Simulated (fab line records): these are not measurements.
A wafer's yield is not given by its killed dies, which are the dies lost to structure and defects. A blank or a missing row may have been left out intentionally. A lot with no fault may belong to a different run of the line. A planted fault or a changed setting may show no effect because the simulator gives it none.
fab line records | flow ritCmos | part 1 of 2: steps 1 to 29 of 39
record lots=5 | wafers=15 | lastDay=7
route steps=202 shown ACTIVE@8 FOX1@20 FOX2@23 NWELL@28 PWELL@39
lots untouched by any fault: they come from a run of this same line in which no faults occurred
startH: start of the lot's first displayed wafer, in hours after the record's first day | waitH: hours from the lot's prior step to this one | " same as the row above | L1.1+2: a single row standing in for several wafers | - no value, or no start was given | * or withheld: withheld | < > ~ a bound
route shown NAME@n: NAME is a module with steps in the file, n the number in the route of the first one | usual: mean/standard deviation of fault-free wafers | same: alike in all rows | chamber/n: place in a boat | sites: per-site readings | _std_site: the values' standard deviation | _edge_site: the outer-site mean with the inner-site mean subtracted | radiusMm: how far each site lies from the wafer's centre | mask NAME#n: copy n | behind: the most recent tool/chamber to have shaped the wafer | hold: cause of the lot's hold/its duration in hours/its outcome | device: which transistor (n, p or np) failed to switch | end of line: tests of these same wafers at the route's end | step lacking rows: just its recipe | killed: the dies lost at the first sort to structure and to defects; this is not the yield of the wafer | map: dies across one wafer; x = killed, . = not, _ = none there
set.NAME: the setting as run; set.NAME@STEP: as run at that earlier step | model.NAME: the simulator's own value behind a step, which no gauge read
lots at some steps of the route; a table a step, a row a wafer
services: the hour from which a tool's chamber was out of use, counted from the record's first day as startH (under 0 if before that day), plus the number of hours and why
## steps
# step RIT_ACTIVE_SOFTBAKE_07
# recipe resist=NOVOLAK | tempC=90 | timeS=60
# usual chillPlateTempC=22.99/0.1
lot.wafer | tool          | chamber | startH | waitH | chillPlateTempC
L081.1    | lithoTrack-01 | 0       | 51.41  | 0.1   | 22.97
L081.5    | "             | 0       | "      | "     | 23.03
L081.6    | "             | 0       | "      | "     | 22.94
L084.2    | lithoTrack-04 | 0       | 65.15  | 0.1   | 22.97
L084.4    | "             | 0       | "      | "     | 23.15
L084.5    | "             | 0       | "      | "     | 22.97
L094.1    | lithoTrack-02 | 0       | 114.02 | 0.1   | 23.11
L094.3    | "             | 0       | "      | "     | 23.21
L094.4    | "             | 0       | "      | "     | 23.02
L096.2    | lithoTrack-02 | 0       | 123.92 | 0.1   | 22.95
L096.3    | "             | 0       | "      | "     | 22.91
L096.4    | "             | 0       | "      | "     | 22.94
L097.1    | lithoTrack-04 | 0       | 128.89 | 0.1   | 23.06
L097.5    | "             | 0       | "      | "     | 23.03
L097.6    | "             | 0       | "      | "     | 23.17
# step RIT_ACTIVE_EXPOSE_08
# recipe maskId=M1 | na=0.6 | sourceShape=conventional | sigmaOuter=0.6 | targetCdNm=1400 | doseMj=225
# usual stageVelMmS=499.95/0.25
lot.wafer | tool            | chamber | startH | waitH | mask | stageVelMmS
L081.1    | ilineStepper-02 | 0       | 51.68  | 0.2   | M1#0 | 500.08
L081.5    | "               | 0       | "      | "     | M1#0 | 500.44
L081.6    | "               | 0       | "      | "     | M1#0 | 500.07
L084.2    | ilineStepper-01 | 0       | 65.42  | 0.2   | M1#0 | 500.21
L084.4    | "               | 0       | "      | "     | M1#0 | 499.95
L084.5    | "               | 0       | "      | "     | M1#0 | 500.03
L094.1    | ilineStepper-02 | 0       | 114.30 | 0.2   | M1#0 | 499.62
L094.3    | "               | 0       | "      | "     | M1#0 | 499.81
L094.4    | "               | 0       | "      | "     | M1#0 | 499.68
L096.2    | ilineStepper-02 | 0       | 124.06 | 0.1   | M1#0 | 499.97
L096.3    | "               | 0       | "      | "     | M1#0 | 500.19
L096.4    | "               | 0       | "      | "     | M1#0 | 500.24
L097.1    | ilineStepper-02 | 0       | 129.04 | 0.1   | M1#0 | 499.95
L097.5    | "               | 0       | "      | "     | M1#0 | 499.51
L097.6    | "               | 0       | "      | "     | M1#0 | 499.87
# step RIT_ACTIVE_PEB_09
# recipe resist=NOVOLAK | tempC=withheld | timeS=withheld
# usual chillPlateTempC=*
lot.wafer | tool          | chamber | startH | waitH | chillPlateTempC
L081.1    | lithoTrack-02 | 0       | 51.94  | 0.2   | *
L081.5    | "             | 0       | "      | "     | *
L081.6    | "             | 0       | "      | "     | *
L084.2    | lithoTrack-01 | 0       | 65.54  | 0.1   | *
L084.4    | "             | 0       | "      | "     | *
L084.5    | "             | 0       | "      | "     | *
L094.1    | lithoTrack-04 | 0       | 114.41 | 0.1   | *
L094.3    | "             | 0       | "      | "     | *
L094.4    | "             | 0       | "      | "     | *
L096.2    | lithoTrack-02 | 0       | 124.18 | 0.1   | *
L096.3    | "             | 0       | "      | "     | *
L096.4    | "             | 0       | "      | "     | *
L097.1    | lithoTrack-01 | 0       | 129.16 | 0.1   | *
L097.5    | "             | 0       | "      | "     | *
L097.6    | "             | 0       | "      | "     | *
# step RIT_ACTIVE_DEVELOP_10
# recipe resist=NOVOLAK | developTimeS=50 | devTempC=22.21
# usual chillPlateTempC=23.00/0.11
lot.wafer | tool          | chamber | startH | waitH | chillPlateTempC
L081.1    | lithoTrack-02 | 0       | -      | -     | 23.23
L081.5    | "             | 0       | "      | "     | 23.09
L081.6    | "             | 0       | "      | "     | 23.12
L084.2    | lithoTrack-01 | 0       | -      | -     | 22.90
L084.4    | "             | 0       | "      | "     | 22.92
L084.5    | "             | 0       | "      | "     | 22.89
L094.1    | lithoTrack-04 | 0       | -      | -     | 22.99
L094.3    | "             | 0       | "      | "     | 23.05
L094.4    | "             | 0       | "      | "     | 23.06
L096.2    | lithoTrack-02 | 0       | -      | -     | 22.87
L096.3    | "             | 0       | "      | "     | 22.99
L096.4    | "             | 0       | "      | "     | 22.98
L097.1    | lithoTrack-01 | 0       | -      | -     | 22.94
L097.5    | "             | 0       | "      | "     | 23.01
L097.6    | "             | 0       | "      | "     | 23.09
# step RIT_ACTIVE_CD_MEAS_11
# recipe targetCdNm=1400
# usual cdNm=1399.4/2.3
lot.wafer | tool     | chamber | startH | waitH | cdNm
L081.1    | cdSem-02 | -       | 52.23  | -     | 1400.5
L081.5    | "        | -       | "      | "     | 1398.4
L081.6    | "        | -       | "      | "     | 1399.3
L084.2    | cdSem-02 | -       | 65.82  | -     | 1402.6
L084.4    | "        | -       | "      | "     | 1403.7
L084.5    | "        | -       | "      | "     | 1401.0
L094.1    | cdSem-01 | -       | 114.70 | -     | 1398.8
L094.3    | "        | -       | "      | "     | 1397.7
L094.4    | "        | -       | "      | "     | 1396.3
L096.2    | cdSem-01 | -       | 124.46 | -     | 1393.9
L096.3    | "        | -       | "      | "     | 1396.6
L096.4    | "        | -       | "      | "     | 1396.8
L097.1    | cdSem-02 | -       | 129.44 | -     | 1398.1
L097.5    | "        | -       | "      | "     | 1400.1
L097.6    | "        | -       | "      | "     | 1400.0
# step RIT_ACTIVE_HARDBAKE_12
# recipe resist=NOVOLAK | tempC=140 | timeS=60
# usual chillPlateTempC=23.03/0.1
lot.wafer | tool          | chamber | startH | waitH | chillPlateTempC
L081.1    | lithoTrack-02 | 0       | 52.35  | 0.1   | 23.09
L081.5    | "             | 0       | "      | "     | 23.00
L081.6    | "             | 0       | "      | "     | 22.87
L084.2    | lithoTrack-04 | 0       | 65.95  | 0.1   | 23.10
L084.4    | "             | 0       | "      | "     | 23.02
L084.5    | "             | 0       | "      | "     | 23.17
L094.1    | lithoTrack-01 | 0       | 114.82 | 0.1   | 23.03
L094.3    | "             | 0       | "      | "     | 23.16
L094.4    | "             | 0       | "      | "     | 23.06
L096.2    | lithoTrack-01 | 0       | 124.58 | 0.1   | 23.10
L096.3    | "             | 0       | "      | "     | 23.06
L096.4    | "             | 0       | "      | "     | 23.29
L097.1    | lithoTrack-01 | 0       | 129.56 | 0.1   | 23.03
L097.5    | "             | 0       | "      | "     | 22.97
L097.6    | "             | 0       | "      | "     | 22.98
# step RIT_ACTIVE_ETCH_13
# recipe stopOn=SiO2 | chemistry=SF6 | target=Si3N4 | timeS=210 | overEtchFrac=0.4 | SF6_flow_sccm=200 | pressureMtorr=260 | rfW=125 | targetDepthA=2100
# usual SF6_flow_sccm=200.1/0.6 | drypumpMotorCurrentA=5.8/0.42 | oesProductAu=0.817/0.014 | throttleValvePct=7.58/0.14
lot.wafer | tool       | chamber | startH | waitH | SF6_flow_sccm | drypumpMotorCurrentA | oesProductAu | rfHoursCounterH | throttleValvePct
L081.1    | rieDiel-04 | 0       | 52.50  | 0.1   | 199.3         | 6.2                  | 0.816        | 2               | 7.71
L081.5    | "          | 0       | "      | "     | 200.5         | 6.2                  | 0.821        | -               | 7.71
L081.6    | "          | 3       | "      | "     | 200.5         | 5.5                  | 0.814        | -               | 7.72
L084.2    | rieDiel-03 | 2       | 66.07  | 0.1   | 200.1         | 5.2                  | 0.820        | 11              | 7.50
L084.4    | "          | 0       | "      | "     | 200.6         | 5.7                  | 0.819        | 3               | 7.62
L084.5    | "          | 3       | "      | "     | 200.1         | 5.2                  | 0.787        | -               | 7.70
L094.1    | rieDiel-03 | 2       | 114.97 | 0.1   | 200.8         | 5.3                  | 0.818        | 12              | 7.52
L094.3    | "          | 3       | "      | "     | 200.5         | 5.2                  | 0.788        | 128             | 7.71
L094.4    | "          | 1       | "      | "     | 198.9         | 6.0                  | 0.806        | 8               | 7.42
L096.2    | rieDiel-04 | 0       | 124.71 | 0.1   | 200.9         | 6.2                  | 0.813        | 4               | 7.69
L096.3    | "          | 2       | "      | "     | 199.6         | 5.1                  | 0.814        | 109             | 7.70
L096.4    | "          | 3       | "      | "     | 200.9         | 5.5                  | 0.807        | 58              | 7.72
L097.1    | rieDiel-02 | 3       | 129.71 | 0.1   | 200.5         | 6.2                  | 0.819        | 46              | 7.50
L097.5    | "          | 1       | "      | "     | 200.3         | 5.6                  | 0.821        | -               | 7.60
L097.6    | "          | 2       | "      | "     | 200.2         | 6.3                  | 0.780        | -               | 7.31
# step RIT_ACTIVE_STRIP_14
# recipe chemistry=O2 | timeS=180 | resist=NOVOLAK | platenTempC=withheld | powerW=500 | pressureMtorr=4000 | o2FlowSccm=4000
# usual drypumpMotorCurrentA=5.6/0.51
lot.wafer | tool           | chamber | startH | waitH | drypumpMotorCurrentA | rfHoursCounterH
L081.1    | plasmaAsher-02 | 1       | 52.63  | 0.1   | 4.9                  | 34
L081.5    | "              | 0       | "      | "     | 6.3                  | -
L081.6    | "              | 1       | "      | "     | 4.9                  | -
L084.2    | plasmaAsher-03 | 0       | 66.21  | 0.1   | 5.2                  | 44
L084.4    | "              | 0       | "      | "     | 5.2                  | -
L084.5    | "              | 0       | "      | "     | 5.2                  | -
L094.1    | plasmaAsher-03 | 1       | 115.10 | 0.1   | 6.1                  | 50
L094.3    | "              | 1       | "      | "     | 6.1                  | -
L094.4    | "              | 0       | "      | "     | 5.2                  | -
L096.2    | plasmaAsher-02 | 1       | 124.84 | 0.1   | 4.9                  | 0
L096.3    | "              | 1       | "      | "     | 4.8                  | -
L096.4    | "              | 0       | "      | "     | 6.3                  | -
L097.1    | plasmaAsher-01 | 1       | 129.84 | 0.1   | 5.6                  | 50
L097.5    | "              | 1       | "      | "     | 5.6                  | -
L097.6    | "              | 0       | "      | "     | 5.6                  | -
# step RIT_ACTIVE_CD_MEAS_90
# recipe targetCdNm=1400
# usual cdNm=1399.4/2.3
lot.wafer | tool     | chamber | startH | waitH | cdNm
L081.1    | cdSem-01 | -       | 52.81  | 0.1   | 1400.2
L081.5    | "        | -       | "      | "     | 1398.6
L081.6    | "        | -       | "      | "     | 1399.2
L084.2    | cdSem-01 | -       | 66.40  | 0.1   | 1402.5
L084.4    | "        | -       | "      | "     | 1403.4
L084.5    | "        | -       | "      | "     | 1401.0
L094.1    | cdSem-02 | -       | 115.28 | 0.1   | 1398.2
L094.3    | "        | -       | "      | "     | 1397.8
L094.4    | "        | -       | "      | "     | 1396.3
L096.2    | cdSem-01 | -       | 125.04 | 0.1   | 1393.9
L096.3    | "        | -       | "      | "     | 1396.2
L096.4    | "        | -       | "      | "     | 1396.4
L097.1    | cdSem-02 | -       | 130.02 | 0.1   | 1397.7
L097.5    | "        | -       | "      | "     | 1399.9
L097.6    | "        | -       | "      | "     | 1400.7
# step RIT_ACTIVE_CLEAN_15
# recipe chemistry=SC1 | mix=3:3:50 | timeS=600 | tempC=75
lot.wafer  | tool        | chamber | startH | waitH
L081.1+5+6 | wetBench-02 | 3       | 52.93  | 0.1
L084.2+4+5 | wetBench-02 | 1       | 66.50  | 0.1
L094.1+3+4 | wetBench-04 | 1       | 115.40 | 0.1
L096.2+3+4 | wetBench-04 | 0       | 125.14 | 0.1
L097.1+5+6 | wetBench-02 | 1       | 130.14 | 0.1
# step RIT_ACTIVE_CLEAN_16
# recipe chemistry=dHF | dilution=50:1 | timeS=30
lot.wafer  | tool        | chamber | startH | waitH
L081.1+5+6 | wetBench-04 | 1       | 53.10  | 0.0
L084.2+4+5 | wetBench-04 | 0       | 66.68  | 0.0
L094.1+3+4 | wetBench-02 | 3       | 115.57 | 0.0
L096.2+3+4 | wetBench-01 | 0       | 125.31 | 0.0
L097.1+5+6 | wetBench-01 | 1       | 130.31 | 0.0
# step RIT_ACTIVE_CLEAN_17
# recipe chemistry=SC2 | mix=3:3:50 | timeS=600 | tempC=75 | dry=n2Spin
lot.wafer  | tool        | chamber | startH | waitH
L081.1+5+6 | wetBench-01 | 3       | 53.12  | 0.0
L084.2+4+5 | wetBench-01 | 1       | 66.69  | 0.0
L094.1+3+4 | wetBench-01 | 0       | 115.59 | 0.0
L096.2+3+4 | wetBench-02 | 2       | 125.33 | 0.0
L097.1+5+6 | wetBench-04 | 1       | 130.33 | 0.0
# step RIT_FOX1_OXIDATION_00
# recipe tempC=1100 | ambient=H2O | targetThkA=3507 | pH2oTorr=720 | oxTimeS=1130
lot.wafer  | tool       | chamber | startH | waitH
L081.1+5+6 | furnace-02 | 0       | 53.29  | 0.0
L084.2+4+5 | furnace-01 | 0       | 67.05  | 0.2
L094.1+3+4 | furnace-04 | 0       | 115.78 | 0.0
L096.2+3+4 | furnace-02 | 0       | 125.51 | 0.0
L097.1+5+6 | furnace-04 | 0       | 130.57 | 0.0
# step RIT_FOX1_THK_MEAS_01
# recipe reads=SiO2_of_FOX1_OXIDATION_00
# usual FOX1_OXIDE_THK=355/6.8
lot.wafer | tool         | chamber | startH | waitH | FOX1_OXIDE_THK[nm]
L081.1    | filmMetro-03 | -       | 54.61  | 0.0   | 349
L081.5    | "            | -       | "      | "     | 345
L081.6    | "            | -       | "      | "     | 352
L084.2    | filmMetro-02 | -       | 68.38  | 0.0   | 362
L084.4    | "            | -       | "      | "     | 358
L084.5    | "            | -       | "      | "     | 353
L094.1    | filmMetro-02 | -       | 117.09 | 0.0   | 352
L094.3    | "            | -       | "      | "     | 351
L094.4    | "            | -       | "      | "     | 351
L096.2    | filmMetro-02 | -       | 126.83 | 0.0   | 344
L096.3    | "            | -       | "      | "     | 353
L096.4    | "            | -       | "      | "     | 352
L097.1    | filmMetro-01 | -       | 131.89 | 0.0   | 347
L097.5    | "            | -       | "      | "     | 347
L097.6    | "            | -       | "      | "     | 355
# step RIT_FOX1_WET_ETCH_02
# recipe chemistry=BOE | targetDepthNm=350 | timeS=390 | tempC=21.5 | dry=n2Spin | dilution=10:1 | target=SiO2
lot.wafer  | tool        | chamber | startH | waitH
L081.1+5+6 | wetBench-02 | 0       | 54.67  | 0.1
L084.2+4+5 | wetBench-04 | 1       | 68.43  | 0.0
L094.1+3+4 | wetBench-03 | 0       | 117.15 | 0.1
L096.2+3+4 | wetBench-02 | 0       | 126.88 | 0.0
L097.1+5+6 | wetBench-02 | 2       | 131.95 | 0.1
# step RIT_FOX2_OXIDATION_00
# recipe tempC=1100 | ambient=H2O | targetThkA=3507 | pH2oTorr=720 | oxTimeS=1130
lot.wafer  | tool       | chamber | startH | waitH
L081.1+5+6 | furnace-02 | 0       | 54.78  | 0.0
L084.2+4+5 | furnace-04 | 0       | 68.64  | 0.1
L094.1+3+4 | furnace-02 | 0       | 117.72 | 0.4
L096.2+3+4 | furnace-02 | 0       | 127.00 | 0.0
L097.1+5+6 | furnace-04 | 0       | 132.06 | 0.0
# step RIT_FOX2_THK_MEAS_01
# recipe reads=SiO2_of_FOX2_OXIDATION_00
# usual FOX2_OXIDE_THK=354/6.5
lot.wafer | tool         | chamber | startH | waitH | FOX2_OXIDE_THK[nm]
L081.1    | filmMetro-01 | -       | 56.10  | 0.0   | 349
L081.5    | "            | -       | "      | "     | 344
L081.6    | "            | -       | "      | "     | 345
L084.2    | filmMetro-01 | -       | 69.96  | 0.0   | 359
L084.4    | "            | -       | "      | "     | 352
L084.5    | "            | -       | "      | "     | 354
L094.1    | filmMetro-01 | -       | 119.03 | 0.0   | 351
L094.3    | "            | -       | "      | "     | 344
L094.4    | "            | -       | "      | "     | 351
L096.2    | filmMetro-02 | -       | 128.32 | 0.0   | 341
L096.3    | "            | -       | "      | "     | 342
L096.4    | "            | -       | "      | "     | 341
L097.1    | filmMetro-04 | -       | 133.38 | 0.0   | 340
L097.5    | "            | -       | "      | "     | 340
L097.6    | "            | -       | "      | "     | 345
# step RIT_FOX2_CLEAN_02
# recipe chemistry=dHF | dilution=50:1 | timeS=180
lot.wafer  | tool        | chamber | startH | waitH
L081.1+5+6 | wetBench-01 | 3       | 56.16  | 0.1
L084.2+4+5 | wetBench-03 | 0       | 70.01  | 0.0
L094.1+3+4 | wetBench-03 | 3       | 119.09 | 0.1
L096.2+3+4 | wetBench-03 | 3       | 128.37 | 0.0
L097.1+5+6 | wetBench-03 | 3       | 133.44 | 0.1
# step RIT_FOX2_WET_ETCH_03
# recipe chemistry=H3PO4 | target=Si3N4 | targetDepthNm=195 | tempC=165 | timeS=2700
lot.wafer  | tool        | chamber | startH | waitH
L081.1+5+6 | wetBench-03 | 1       | 56.22  | 0.0
L084.2+4+5 | wetBench-01 | 0       | 70.07  | 0.0
L094.1+3+4 | wetBench-01 | 1       | 119.15 | 0.0
L096.2+3+4 | wetBench-01 | 3       | 128.44 | 0.0
L097.1+5+6 | wetBench-02 | 2       | 133.50 | 0.0
# step RIT_FOX2_THK_MEAS_90
# recipe reads=SiO2_of_FOX2_OXIDATION_00
# usual FIELD_OXIDE_LEFT_1_THK=326/6.5
lot.wafer | tool         | chamber | startH | waitH | FIELD_OXIDE_LEFT_1_THK[nm]
L081.1    | filmMetro-02 | -       | 56.97  | 0.0   | 322
L081.5    | "            | -       | "      | "     | 316
L081.6    | "            | -       | "      | "     | 318
L084.2    | filmMetro-04 | -       | 70.91  | 0.0   | 332
L084.4    | "            | -       | "      | "     | 325
L084.5    | "            | -       | "      | "     | 327
L094.1    | filmMetro-01 | -       | 119.98 | 0.0   | 323
L094.3    | "            | -       | "      | "     | 317
L094.4    | "            | -       | "      | "     | 324
L096.2    | filmMetro-02 | -       | 129.27 | 0.0   | 314
L096.3    | "            | -       | "      | "     | 315
L096.4    | "            | -       | "      | "     | 313
L097.1    | filmMetro-02 | -       | 134.26 | 0.0   | 314
L097.5    | "            | -       | "      | "     | 313
L097.6    | "            | -       | "      | "     | 318
# step RIT_NWELL_HMDS_00
# recipe primeTimeS=60 | primeTempC=140
# usual chillPlateTempC=23.02/0.1
lot.wafer | tool          | chamber | startH | waitH | chillPlateTempC
L081.1    | lithoTrack-04 | 0       | 57.03  | 0.1   | 23.06
L081.5    | "             | 0       | "      | "     | 22.92
L081.6    | "             | 0       | "      | "     | 23.06
L084.2    | lithoTrack-01 | 0       | 70.98  | 0.1   | 23.12
L084.4    | "             | 0       | "      | "     | 23.11
L084.5    | "             | 0       | "      | "     | 23.09
L094.1    | lithoTrack-04 | 0       | 120.04 | 0.1   | 23.12
L094.3    | "             | 0       | "      | "     | 23.12
L094.4    | "             | 0       | "      | "     | 23.07
L096.2    | lithoTrack-03 | 0       | 129.35 | 0.1   | 23.09
L096.3    | "             | 0       | "      | "     | 23.08
L096.4    | "             | 0       | "      | "     | 23.07
L097.1    | lithoTrack-03 | 0       | 134.32 | 0.1   | 23.10
L097.5    | "             | 0       | "      | "     | 23.08
L097.6    | "             | 0       | "      | "     | 23.11
# step RIT_NWELL_COAT_01
# recipe resist=NOVOLAK | spinRpm=2000 | resistThkNm=1300
# usual chillPlateTempC=22.99/0.096
lot.wafer | tool          | chamber | startH | waitH | chillPlateTempC
L081.1    | lithoTrack-04 | 0       | 57.18  | 0.1   | 23.12
L081.5    | "             | 0       | "      | "     | 23.01
L081.6    | "             | 0       | "      | "     | 23.13
L084.2    | lithoTrack-01 | 0       | 71.13  | 0.1   | 22.99
L084.4    | "             | 0       | "      | "     | 22.98
L084.5    | "             | 0       | "      | "     | 23.02
L094.1    | lithoTrack-04 | 0       | 120.19 | 0.1   | 23.03
L094.3    | "             | 0       | "      | "     | 22.98
L094.4    | "             | 0       | "      | "     | 23.03
L096.2    | lithoTrack-03 | 0       | 129.50 | 0.1   | 23.03
L096.3    | "             | 0       | "      | "     | 22.99
L096.4    | "             | 0       | "      | "     | 23.02
L097.1    | lithoTrack-03 | 0       | 134.47 | 0.1   | 23.08
L097.5    | "             | 0       | "      | "     | 22.95
L097.6    | "             | 0       | "      | "     | 23.12
# step RIT_NWELL_SOFTBAKE_02
# recipe resist=NOVOLAK | tempC=90 | timeS=60
# usual chillPlateTempC=22.99/0.11
lot.wafer | tool          | chamber | startH | waitH | chillPlateTempC
L081.1    | lithoTrack-04 | 0       | 57.33  | 0.1   | 22.98
L081.5    | "             | 0       | "      | "     | 22.83
L081.6    | "             | 0       | "      | "     | 22.95
L084.2    | lithoTrack-01 | 0       | 71.28  | 0.1   | 22.93
L084.4    | "             | 0       | "      | "     | 23.15
L084.5    | "             | 0       | "      | "     | 23.04
L094.1    | lithoTrack-04 | 0       | 120.34 | 0.1   | 22.94
L094.3    | "             | 0       | "      | "     | 23.03
L094.4    | "             | 0       | "      | "     | 23.04
L096.2    | lithoTrack-03 | 0       | 129.65 | 0.1   | 23.05
L096.3    | "             | 0       | "      | "     | 23.08
L096.4    | "             | 0       | "      | "     | 23.02
L097.1    | lithoTrack-03 | 0       | 134.62 | 0.1   | 22.87
L097.5    | "             | 0       | "      | "     | 22.97
L097.6    | "             | 0       | "      | "     | 22.99
# step RIT_NWELL_EXPOSE_03
# recipe maskId=M2 | na=0.57 | targetCdNm=43900 | doseMj=250
# usual stageVelMmS=500.01/0.24
lot.wafer | tool            | chamber | startH | waitH | mask | stageVelMmS
L081.1    | ilineStepper-01 | 0       | 57.48  | 0.1   | M2#0 | 499.88
L081.5    | "               | 0       | "      | "     | M2#0 | 499.77
L081.6    | "               | 0       | "      | "     | M2#0 | 499.50
L084.2    | ilineStepper-01 | 0       | 71.42  | 0.1   | M2#0 | 500.15
L084.4    | "               | 0       | "      | "     | M2#0 | 499.92
L084.5    | "               | 0       | "      | "     | M2#0 | 499.78
L094.1    | ilineStepper-02 | 0       | 120.49 | 0.1   | M2#0 | 499.75
L094.3    | "               | 0       | "      | "     | M2#0 | 500.08
L094.4    | "               | 0       | "      | "     | M2#0 | 499.78
L096.2    | ilineStepper-01 | 0       | 129.92 | 0.2   | M2#0 | 499.92
L096.3    | "               | 0       | "      | "     | M2#0 | 499.86
L096.4    | "               | 0       | "      | "     | M2#0 | 499.85
L097.1    | ilineStepper-01 | 0       | 134.77 | 0.1   | M2#0 | 499.94
L097.5    | "               | 0       | "      | "     | M2#0 | 500.28
L097.6    | "               | 0       | "      | "     | M2#0 | 500.38
# step RIT_NWELL_PEB_04
# recipe resist=NOVOLAK | tempC=withheld | timeS=withheld
# usual chillPlateTempC=*
lot.wafer | tool          | chamber | startH | waitH | chillPlateTempC
L081.1    | lithoTrack-04 | 0       | 57.60  | 0.1   | *
L081.5    | "             | 0       | "      | "     | *
L081.6    | "             | 0       | "      | "     | *
L084.2    | lithoTrack-04 | 0       | 71.55  | 0.1   | *
L084.4    | "             | 0       | "      | "     | *
L084.5    | "             | 0       | "      | "     | *
L094.1    | lithoTrack-03 | 0       | 120.74 | 0.2   | *
L094.3    | "             | 0       | "      | "     | *
L094.4    | "             | 0       | "      | "     | *
L096.2    | lithoTrack-01 | 0       | 130.04 | 0.1   | *
L096.3    | "             | 0       | "      | "     | *
L096.4    | "             | 0       | "      | "     | *
L097.1    | lithoTrack-03 | 0       | 134.89 | 0.1   | *
L097.5    | "             | 0       | "      | "     | *
L097.6    | "             | 0       | "      | "     | *
# step RIT_NWELL_DEVELOP_05
# recipe resist=NOVOLAK | developTimeS=68 | devTempC=23
# usual chillPlateTempC=23.00/0.13
lot.wafer | tool          | chamber | startH | waitH | chillPlateTempC
L081.1    | lithoTrack-04 | 0       | -      | -     | 22.91
L081.5    | "             | 0       | "      | "     | 22.92
L081.6    | "             | 0       | "      | "     | 22.88
L084.2    | lithoTrack-04 | 0       | -      | -     | 23.19
L084.4    | "             | 0       | "      | "     | 23.04
L084.5    | "             | 0       | "      | "     | 23.01
L094.1    | lithoTrack-03 | 0       | -      | -     | 22.93
L094.3    | "             | 0       | "      | "     | 22.97
L094.4    | "             | 0       | "      | "     | 22.99
L096.2    | lithoTrack-01 | 0       | -      | -     | 23.10
L096.3    | "             | 0       | "      | "     | 23.19
L096.4    | "             | 0       | "      | "     | 23.21
L097.1    | lithoTrack-03 | 0       | -      | -     | 23.02
L097.5    | "             | 0       | "      | "     | 23.22
L097.6    | "             | 0       | "      | "     | 23.19
# step RIT_NWELL_OVL_MEAS_06
# usual NWELL_OVL=-0.6/1.3
lot.wafer | tool       | chamber | startH | waitH | NWELL_OVL[nm]
L081.1    | overlay-01 | -       | 57.91  | -     | -1.3
L081.5    | "          | -       | "      | "     | -1.7
L081.6    | "          | -       | "      | "     | -1.6
L084.2    | overlay-02 | -       | 71.84  | -     | 0.2
L084.4    | "          | -       | "      | "     | 1.1
L084.5    | "          | -       | "      | "     | -0.5
L094.1    | overlay-02 | -       | 121.05 | -     | -2.2
L094.3    | "          | -       | "      | "     | -1.1
L094.4    | "          | -       | "      | "     | -1.0
L096.2    | overlay-01 | -       | 130.33 | -     | 0.3
L096.3    | "          | -       | "      | "     | 0.2
L096.4    | "          | -       | "      | "     | 1.0
L097.1    | overlay-01 | -       | 135.20 | -     | 1.0
L097.5    | "          | -       | "      | "     | -2.1
L097.6    | "          | -       | "      | "     | -1.3
# step RIT_NWELL_HARDBAKE_07
# recipe resist=NOVOLAK | tempC=140 | timeS=120
# usual chillPlateTempC=23.01/0.11
lot.wafer | tool          | chamber | startH | waitH | chillPlateTempC
L081.1    | lithoTrack-03 | 0       | 57.95  | 0.0   | 22.86
L081.5    | "             | 0       | "      | "     | 22.86
L081.6    | "             | 0       | "      | "     | 22.95
L084.2    | lithoTrack-03 | 0       | 71.91  | 0.1   | 22.85
L084.4    | "             | 0       | "      | "     | 22.78
L084.5    | "             | 0       | "      | "     | 23.05
L094.1    | lithoTrack-04 | 0       | 121.09 | 0.0   | 22.86
L094.3    | "             | 0       | "      | "     | 22.93
L094.4    | "             | 0       | "      | "     | 22.89
L096.2    | lithoTrack-04 | 0       | 130.41 | 0.1   | 23.08
L096.3    | "             | 0       | "      | "     | 23.05
L096.4    | "             | 0       | "      | "     | 23.13
L097.1    | lithoTrack-01 | 0       | 135.23 | 0.0   | 22.99
L097.5    | "             | 0       | "      | "     | 22.93
L097.6    | "             | 0       | "      | "     | 23.27
# step RIT_NWELL_IMPLANT_08
# recipe species=P | energyKev=168.3 | doseCm2=5e+13 | tiltDeg=7
# usual endStationPressureTorr=5.12e-06/2.5e-07
# same implantIonAmu=31
lot.wafer | tool         | chamber | startH | waitH | endStationPressureTorr
L081.1    | implanter-04 | 0       | 58.20  | 0.2   | 5.49e-06
L081.5    | "            | 0       | "      | "     | 4.72e-06
L081.6    | "            | 0       | "      | "     | 5.05e-06
L084.2    | implanter-03 | 0       | 72.15  | 0.2   | 4.98e-06
L084.4    | "            | 0       | "      | "     | 5.09e-06
L084.5    | "            | 0       | "      | "     | 5.04e-06
L094.1    | implanter-02 | 0       | 121.34 | 0.2   | 4.92e-06
L094.3    | "            | 0       | "      | "     | 4.96e-06
L094.4    | "            | 0       | "      | "     | 5.79e-06
L096.2    | implanter-03 | 0       | 130.64 | 0.2   | 5.44e-06
L096.3    | "            | 0       | "      | "     | 4.89e-06
L096.4    | "            | 0       | "      | "     | 4.83e-06
L097.1    | implanter-04 | 0       | 135.48 | 0.2   | 5e-06
L097.5    | "            | 0       | "      | "     | 5.3e-06
L097.6    | "            | 0       | "      | "     | 5.21e-06
